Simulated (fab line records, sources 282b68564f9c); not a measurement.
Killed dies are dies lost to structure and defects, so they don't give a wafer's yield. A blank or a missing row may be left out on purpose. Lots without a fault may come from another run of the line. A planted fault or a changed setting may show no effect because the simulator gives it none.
fab line records | flow rit_cmos
record lots=6 wafers=18 last_day=6
route steps=202 shown ACTIVE@8 FOX1@20 M1@202
lots that met no fault: from a run of the same line without faults
start_h: hours from the record's first day to the start of the lot's first wafer shown | wait_h: hours since the lot's step before | " the same as in the row above | L1.1+2: a row that stands for several wafers | - no value, or no start given | * or withheld: withheld | < > ~ a bound
route shown NAME@n: a module of which the file shows steps, and the number in the route of the first | usual: mean/standard deviation of fault-free wafers | same: alike in all rows | chamber/n: place in a boat | sites: the reading at each site | _std_site: their standard deviation | _edge_site: outer sites' mean less inner sites' | radius_mm: how far each site lies from the wafer's centre | mask NAME#n: copy n | behind: the tool/chamber that last shaped the wafer | hold: why the lot was held/for how many hours/how that ended | device: the transistor (n, p or np) that didn't switch | end of line: the same wafers' tests at the end of the route | a step without rows: its recipe alone | killed: dies lost to structure and defects at the first sort, not the wafer's yield | map: a wafer's dies, x killed, . not, _ none there
set.NAME: the setting as run; set.NAME@STEP: as run at that earlier step | model.NAME: the simulator's own value behind a step, which no gauge read
lots at some steps of the route; a table a step, a row a wafer
services: from which hour (start_h, from the record's first day; less than 0 if before it) a tool's chamber was out of use, for how many hours, and why
## steps
# step RIT_ACTIVE_SOFTBAKE_07
# recipe resist=NOVOLAK temp_c=90 time_s=60
# step RIT_ACTIVE_EXPOSE_08
# recipe mask_id=M1 na=0.6 source_shape=conventional sigma_outer=0.6 target_cd_nm=1400 dose_mj=225
# step RIT_ACTIVE_PEB_09
# recipe resist=NOVOLAK temp_c=withheld time_s=withheld
# step RIT_ACTIVE_DEVELOP_10
# recipe resist=NOVOLAK develop_time_s=50 dev_temp_c=23
# step RIT_ACTIVE_CD_MEAS_11
# recipe target_cd_nm=1400
# usual cd_nm=1400.0/2.4
# columns lot.wafer tool chamber start_h wait_h cd_nm
L926.1 cd_sem-01 - 15.35 - 1404.5
L926.4 " - " " 1400.2
L926.6 " - " " 1401.9
L938.1 cd_sem-02 - 74.58 - 1401.7
L938.5 " - " " 1400.3
L938.6 " - " " 1399.8
L939.1 cd_sem-01 - 79.56 - 1396.7
L939.5 " - " " 1396.7
L939.6 " - " " 1398.0
L940.1 cd_sem-02 - 84.44 - 1398.1
L940.5 " - " " 1399.1
L940.6 " - " " 1401.1
L942.1 cd_sem-02 - 95.27 - 1401.6
L942.5 " - " " 1401.1
L942.6 " - " " 1398.8
L943.1 cd_sem-01 - 99.44 - 1399.6
L943.3 " - " " 1402.2
L943.5 " - " " 1402.5
# step RIT_ACTIVE_HARDBAKE_12
# recipe resist=NOVOLAK temp_c=140 time_s=60
# step RIT_ACTIVE_ETCH_13
# recipe stop_on=SiO2 chemistry=SF6 target=Si3N4 time_s=210 over_etch_frac=0.4 SF6_flow_sccm=200 pressure_mtorr=260 rf_w=127.3 target_depth_a=2100
# usual drypump_motor_current_A=5.97/0.3 oes_product_au=0.801/0.013 throttle_valve_pct=7.42/0.13
# same over_etch_frac=0.4
# columns lot.wafer tool chamber start_h wait_h drypump_motor_current_A oes_product_au rf_hours_counter_h throttle_valve_pct
L926.1 rie_diel-02 3 15.62 0.1 5.54 0.806 3 7.31
L926.4 " 2 " " 5.72 0.818 55 7.49
L926.6 " 3 " " 5.54 0.803 - 7.30
L938.1 rie_diel-02 2 74.85 0.1 5.76 0.803 56 7.48
L938.5 " 1 " " 6.45 0.779 - 7.44
L938.6 " 0 " " 5.96 0.780 - 7.48
L939.1 rie_diel-01 0 79.83 0.1 6.22 0.825 26 7.39
L939.5 " 0 " " 6.23 0.821 - 7.36
L939.6 " 3 " " 5.80 0.807 - 7.49
L940.1 rie_diel-01 0 84.71 0.1 6.23 0.815 27 7.38
L940.5 " 2 " " 5.84 0.802 - 7.51
L940.6 " 3 " " 5.82 0.799 - 7.51
L942.1 rie_diel-03 2 95.62 0.1 6.30 0.789 106 7.15
L942.5 " 1 " " 5.71 0.801 - 7.68
L942.6 " 2 " " 6.30 0.790 - 7.15
L943.1 rie_diel-01 1 99.71 0.1 6.26 0.796 5 7.32
L943.3 " 3 " " 5.78 0.801 67 7.50
L943.5 " 0 " " 6.24 0.824 - 7.40
# step RIT_ACTIVE_STRIP_14
# recipe chemistry=O2 time_s=180 resist=NOVOLAK platen_temp_c=withheld power_w=500 pressure_mtorr=4000 o2_flow_sccm=4000
# usual drypump_motor_current_A=5.91/0.26 o2_flow_sccm=4000/12
# columns lot.wafer tool chamber start_h wait_h drypump_motor_current_A o2_flow_sccm rf_hours_counter_h
L926.1 plasma_asher-01 1 15.75 0.1 5.25 4019 34
L926.4 " 1 " " 5.22 3992 -
L926.6 " 0 " " 6.19 3972 -
L938.1 plasma_asher-03 0 74.98 0.1 6.10 3999 31
L938.5 " 0 " " 6.13 4001 -
L938.6 " 1 " " 5.76 3985 -
L939.1 plasma_asher-02 1 79.97 0.1 6.01 3982 45
L939.5 " 1 " " 6.01 3988 -
L939.6 " 0 " " 5.98 4008 -
L940.1 plasma_asher-01 0 84.84 0.1 6.20 4018 41
L940.5 " 1 " " 5.24 3967 -
L940.6 " 0 " " 6.19 4001 -
L942.1 plasma_asher-01 1 95.76 0.1 5.24 3991 42
L942.5 " 0 " " 6.18 4007 -
L942.6 " 1 " " 5.23 3986 -
L943.1 plasma_asher-03 0 99.84 0.1 6.10 4006 34
L943.3 " 0 " " 6.11 3993 -
L943.5 " 1 " " 5.74 3980 -
# step RIT_ACTIVE_CD_MEAS_90
# recipe target_cd_nm=1400
# usual cd_nm=1399.9/2.4
# columns lot.wafer tool chamber start_h wait_h cd_nm
L926.1 cd_sem-02 - 15.93 0.1 1404.7
L926.4 " - " " 1400.4
L926.6 " - " " 1401.7
L938.1 cd_sem-01 - 75.16 0.1 1401.4
L938.5 " - " " 1401.0
L938.6 " - " " 1399.9
L939.1 cd_sem-01 - 80.14 0.1 1396.4
L939.5 " - " " 1396.8
L939.6 " - " " 1397.7
L940.1 cd_sem-01 - 85.02 0.1 1397.9
L940.5 " - " " 1399.2
L940.6 " - " " 1401.2
L942.1 cd_sem-01 - 95.93 0.1 1401.4
L942.5 " - " " 1401.0
L942.6 " - " " 1398.8
L943.1 cd_sem-01 - 100.02 0.1 1399.2
L943.3 " - " " 1401.8
L943.5 " - " " 1402.0
# step RIT_ACTIVE_CLEAN_15
# recipe chemistry=SC1 mix=3:3:50 time_s=600 temp_c=75
# step RIT_ACTIVE_CLEAN_16
# recipe chemistry=dHF dilution=50:1 time_s=30
# step RIT_ACTIVE_CLEAN_17
# recipe chemistry=SC2 mix=3:3:50 time_s=600 temp_c=75 dry=n2_spin
# step RIT_FOX1_OXIDATION_00
# recipe temp_c=1100 ambient=H2O target_thk_a=3507 p_h2o_torr=720 ox_time_s=1130
# usual ox_time_s=1130/0 zone_power_load_pct=41.2/1.9
# columns lot.wafer tool chamber start_h wait_h ox_time_s zone_power_load_pct model.SiO2_of_FOX1_OXIDATION_00.thk_nm
L926.1 furnace-04 0 16.60 0.0 1130 39.1 352
L926.4 " 0 " " 1130 39.1 353.5
L926.6 " 0 " " 1130 39.6 357.7
L938.1 furnace-04 0 76.86 1.2 1638.5 39.5 444.6
L938.5 " 0 " " 1638.5 40.0 444.6
L938.6 " 0 " " 1638.5 39.8 441.6
L939.1 furnace-04 0 80.73 0.1 1638.5 39.8 440.9
L939.5 " 0 " " 1638.5 40.0 438.5
L939.6 " 0 " " 1638.5 39.5 435.7
L940.1 furnace-03 0 85.57 0.0 1130 42.9 350.8
L940.5 " 0 " " 1130 43.5 351.6
L940.6 " 0 " " 1130 42.3 352
L942.1 furnace-02 0 96.43 0.0 1130 43.7 350.9
L942.5 " 0 " " 1130 43.5 339.8
L942.6 " 0 " " 1130 44.2 349.5
L943.1 furnace-03 0 102.86 2.3 1130 42.8 358.7
L943.3 " 0 " " 1130 42.5 360.8
L943.5 " 0 " " 1130 42.1 357.6
# step RIT_FOX1_THK_MEAS_01
# recipe reads=SiO2_of_FOX1_OXIDATION_00
# usual FOX1_OXIDE_THK=352/7.4
# columns lot.wafer tool chamber start_h wait_h FOX1_OXIDE_THK[nm]
L926.1 film_metro-04 - 17.92 0.0 352
L926.4 " - " " 354
L926.6 " - " " 358
L938.1 film_metro-03 - 78.18 0.0 444
L938.5 " - " " 445
L938.6 " - " " 442
L939.1 film_metro-02 - 82.04 0.0 441
L939.5 " - " " 438
L939.6 " - " " 435
L940.1 film_metro-02 - 86.89 0.0 351
L940.5 " - " " 352
L940.6 " - " " 352
L942.1 film_metro-03 - 97.75 0.0 351
L942.5 " - " " 340
L942.6 " - " " 349
L943.1 film_metro-03 - 104.18 0.0 359
L943.3 " - " " 361
L943.5 " - " " 358
# step RIT_FOX1_WET_ETCH_02
# recipe chemistry=BOE target_depth_nm=350 time_s=390 temp_c=21.5 dry=n2_spin dilution=10:1 target=SiO2
# step RIT_M1_PROBE_99
# usual killed_at_front_end=6.3/2.8 killed_dies=6.4/2.8 killed_open=3.3/1.7 killed_short=3.1/1.9
# same gross_dies=264 killed_at_M0_to_M3=0 killed_at_M4_up=0 killed_at_back_side=0 killed_at_contacts=0 killed_at_other=0
# columns lot.wafer tool chamber start_h wait_h killed_at_front_end killed_dies killed_open killed_short model.etest.nldd.width_nm model.etest.pldd.width_nm model.etest.nplus_sal.width_nm model.etest.pplus_sal.width_nm model.etest.nmos_narrow.drive_ua_um model.etest.pmos_narrow.drive_ua_um model.etest.field_p_metal.vt_v model.etest.field_p.vt_v
L926.1 prober-01 - 57.81 0.1 5 5 4 1 3175 3174 3451 3454 230.1 103.4 -29.06 -12.65
L926.4 prober-01 - 57.96 0.2 11 11 5 6 3173 3171 3457 3461 225.5 100.6 -28.97 -12.52
L926.6 prober-01 - 58.06 0.2 14 14 7 7 3159 3156 3434 3428 224.7 101.6 -28.83 -12.55
L938.1 prober-01 - 119.21 0.1 6 6 3 3 3027 3014 3349 3350 182.5 84.53 -27.22 -12.16
L938.5 prober-01 - 119.41 0.2 6 6 3 3 2994 3005 3324 3330 177.1 82.7 -27.55 -12.25
L938.6 prober-01 - 119.46 0.2 6 6 3 3 2989 2993 3339 3335 176.3 83.4 -27.01 -12.15
L940.1 prober-02 - 128.67 0.1 4 4 4 0 3142 3150 3424 3425 215.2 98.11 -28.29 -12.5
L940.5 prober-02 - 128.87 0.2 9 9 5 4 3166 3147 3443 3444 218.8 101.5 -27.96 -12.45
L940.6 prober-02 - 128.92 0.2 6 6 3 3 3143 3168 3421 3428 215.1 100.5 -28.73 -12.46
L939.1 prober-01 - 128.68 0.1 7 7 4 3 3031 3044 3352 3338 189.8 87.68 -26 -12
L939.5 prober-01 - 128.88 0.2 4 4 2 2 3020 3012 3353 3350 185.9 85.74 -26.81 -11.96
L939.6 prober-01 - 128.93 0.2 10 10 5 5 3036 3028 3347 3350 189.1 86.47 -26.57 -11.91
L942.1 prober-01 - 136.49 0.1 5 5 4 1 3146 3160 3406 3437 228.2 105.7 -27.98 -12.44
L942.5 prober-01 - 136.69 0.2 3 3 3 0 3188 3170 3445 3460 230.4 105.4 -28.46 -12.46
L942.6 prober-01 - 136.74 0.2 4 4 1 3 3147 3148 3426 3446 224.4 104.5 -28.35 -12.48
L943.1 prober-02 - 146.34 0.1 7 7 4 3 3105 3128 3423 3411 213.9 92.81 -28.35 -12.96
L943.3 prober-02 - 146.44 0.2 4 4 2 2 3100 3094 3415 3422 216.1 94.27 -28.14 -12.97
L943.5 prober-02 - 146.54 0.2 4 4 2 2 3090 3094 3420 3421 214.9 92.26 -28.22 -12.9
# killed by level:class
L926.1 FOX1:geometric_particle:open=2 FOX1:geometric_particle:short=1 GATE:geometric_particle:open=1 SPACER:geometric_particle:open=1
L926.4 SILICIDE:geometric_particle:short=3 GATE:geometric_particle:short=2 GATE:geometric_particle:open=2 SILICIDE:geometric_particle:open=2 FOX1:geometric_particle:short=1 FOX2:geometric_particle:open=1
L926.6 GATE:geometric_particle:short=5 FOX1:geometric_particle:open=2 GATE:geometric_particle:open=2 REOX:geometric_particle:open=1 SPACER:geometric_particle:open=1 SPACER:geometric_particle:short=1 SILICIDE:geometric_particle:short=1 SILICIDE:geometric_particle:open=1
L938.1 FOX1:geometric_particle:short=3 REOX:geometric_particle:open=2 GATE:geometric_particle:open=1
L938.5 REOX:geometric_particle:open=2 SPACER:geometric_particle:short=2 GATE:geometric_particle:short=1 SPACER:geometric_particle:open=1
L938.6 REOX:geometric_particle:open=2 GATE:geometric_particle:short=1 REOX:geometric_particle:short=1 SPACER:geometric_particle:short=1 SPACER:geometric_particle:open=1
L940.1 SPACER:geometric_particle:open=3 GATE:geometric_particle:open=1
L939.1 FOX1:geometric_particle:short=2 REOX:geometric_particle:open=2 GATE:geometric_particle:short=1 GATE:geometric_particle:open=1 SPACER:geometric_particle:open=1
L940.5 GATE:geometric_particle:short=2 GATE:geometric_particle:open=2 REOX:geometric_particle:open=2 FOX1:geometric_particle:open=1 FOX1:geometric_particle:short=1 FOX2:geometric_particle:short=1
L939.5 SILICIDE:geometric_particle:short=2 SILICIDE:geometric_particle:open=2
L940.6 GATE:geometric_particle:short=2 SPACER:geometric_particle:open=2 FOX1:geometric_particle:short=1 REOX:geometric_particle:open=1
L939.6 FOX1:geometric_particle:short=2 GATE:geometric_particle:open=2 SILICIDE:geometric_particle:short=2 SILICIDE:geometric_particle:open=2 FOX1:geometric_particle:open=1 GATE:geometric_particle:short=1
L942.1 FOX1:geometric_particle:open=1 GATE:geometric_particle:open=1 GATE:geometric_particle:short=1 REOX:geometric_particle:open=1 SILICIDE:geometric_particle:open=1
L942.5 FOX2:geometric_particle:open=1 GATE:geometric_particle:open=1 REOX:geometric_particle:open=1
L942.6 REOX:geometric_particle:short=2 GATE:geometric_particle:short=1 GATE:geometric_particle:open=1
L943.1 FOX1:geometric_particle:short=2 GATE:geometric_particle:open=2 FOX2:geometric_particle:short=1 FOX2:geometric_particle:open=1 SILICIDE:geometric_particle:open=1
L943.3 ACTIVE:geometric_particle:open=1 GATE:geometric_particle:short=1 GATE:geometric_particle:open=1 SPACER:geometric_particle:short=1
L943.5 GATE:geometric_particle:short=2 GATE:geometric_particle:open=1 SILICIDE:geometric_particle:open=1
## services
# columns tool chamber start_h hours kind
furnace-02 - 4.00 6.9 repair
rie_diel-03 3 5.38 5.9 repair
rie_diel-03 2 24.80 7.3 repair
rie_diel-02 0 60.45 4.0 repair
plasma_asher-03 - 71.77 2.8 pm
furnace-02 - 78.14 4.1 pm
furnace-04 - 97.50 3.9 pm
rie_diel-02 3 101.76 7.7 repair
## key
first_sign step=RIT_FOX1_OXIDATION_00 reading=ox_time_s direction=up sigmas=99+ usual=* struck=*
effect step=RIT_FOX1_THK_MEAS_01 reading=FOX1_OXIDE_THK direction=up sigmas=12 usual=352 struck=441
model_effect step=RIT_FOX1_OXIDATION_00 value=SiO2_of_FOX1_OXIDATION_00.thk_nm without=354.3 struck=441
model_effect step=RIT_M1_PROBE_99 value=etest.nldd.width_nm without=3135 struck=3016
met_at RIT_FOX1_OXIDATION_00
struck_wafers L938.1,L938.5,L938.6,L939.1,L939.5,L939.6
tester_left_out L938,L939
onset_between 16.60 76.86
fault kind=process_parameter_drift tool=furnace-04 chamber=- onset_h=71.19 steps=RIT_FOX1_OXIDATION_00 channel=ox_time_s offset=* shape=step end_h=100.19 acts_in=* stated=*
# tester_left_out: of these lots the tester's yield and bins aren't shown, on N5 and GAA mostly nor the transistor test; their killed dies are dies lost to structure and defects alone, not to doping, threshold or leakage, so they don't give the yield
